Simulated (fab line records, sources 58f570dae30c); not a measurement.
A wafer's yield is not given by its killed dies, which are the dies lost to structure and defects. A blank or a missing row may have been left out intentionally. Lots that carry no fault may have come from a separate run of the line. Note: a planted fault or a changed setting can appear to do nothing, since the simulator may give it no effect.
2 desks, one fault ; flow berkeley_cmos170 ; numbers are kept per desk, each desk with only its own; the story behind them comes last

## FROM THE METROLOGY DESK
Means of the sampled wafers that have a number, per lot and without regard to the tool the lot ran on: this is what the gauges read. Any lot whose mean is over 4 standard deviations away from the usual mean is out of limits and marked OUT; that distance is given in the brackets.
Columns: A = NVT_OVL at UCB170_NVT_OVL_MEAS_06, usual 1 nm; B = V2_OVL at UCB170_V2_OVL_MEAS_13, usual -2 nm; C = cd_nm at UCB170_M3_CD_MEAS_90, usual 700.2 nm
lot;first seen here;A;B;C
L425;day 6 20:02;4;4;701.4
L424;day 6 20:14;-5;3;701.8
L426;day 7 09:51;3;3;699.6
L428;day 7 10:10;-1;2;698.4
L430;day 7 10:34;-5;-7;701.7
L427;day 7 10:52;4;-3;698.5
L431;day 7 21:32;-3;-5;699.1
L433;day 7 21:46;-10;-14;698.3
L437;day 8 18:30;3;4;699.0
L440;day 9 12:46;6;-7;702.6
L438;day 9 13:15;10;-12;697.0
L441;day 9 19:14;4;0;698.2
L444;day 10 13:45;-2;-10;699.6
L447;day 10 23:48;-1;-1;696.9
This desk's verdict: no lot among the 14 shows anything out of limits.

## DESK OF THE TOOL OWNER: litho_track-04
The tool's own readings at UCB170_M2_SOFTBAKE_11 (time 60 s): means of the sampled wafers that have a number, for each lot that ran on this tool. Any lot whose mean is over 4 standard deviations away from the usual mean is out of limits and marked OUT; that distance is given in the brackets.
Columns: A = run_length_s at UCB170_M2_SOFTBAKE_11, usual 89.15 s
lot;first seen here;A
L426;day 9 21:00;88.99
L437;day 11 01:00;88.95
L438;day 11 16:00;88.86
L440;day 11 18:00;89.02
L441;day 11 20:00;115.95 (+99 or more) OUT
L444;day 12 20:00;115.85 (+99 or more) OUT
This desk's verdict: out of limits on L441, L444, starting with L441 at day 11 20:00 (run_length_s at UCB170_M2_SOFTBAKE_11). In limits: L426, L437, L438, L440.

## ALL TOGETHER
On L441, L444, at day 11 20:00, an alarm was possible from the tool owner's desk.
Nothing out of limits was seen by the metrology desk.
The metrology desk holds a record of L441, L444, inside its limits.
All the named lots went through UCB170_M2_SOFTBAKE_11 on litho_track-04.

## WHAT HAD BEEN PUT IN BY THE SIMULATOR
Process parameter drift: litho_track-04, from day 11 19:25 on, at UCB170_M2_SOFTBAKE_11. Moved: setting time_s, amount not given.
Lots struck among those shown: L441, L444.
Time in hours from fault onset to the first out-of-limits reading at each desk: the tool owner's desk, 1.
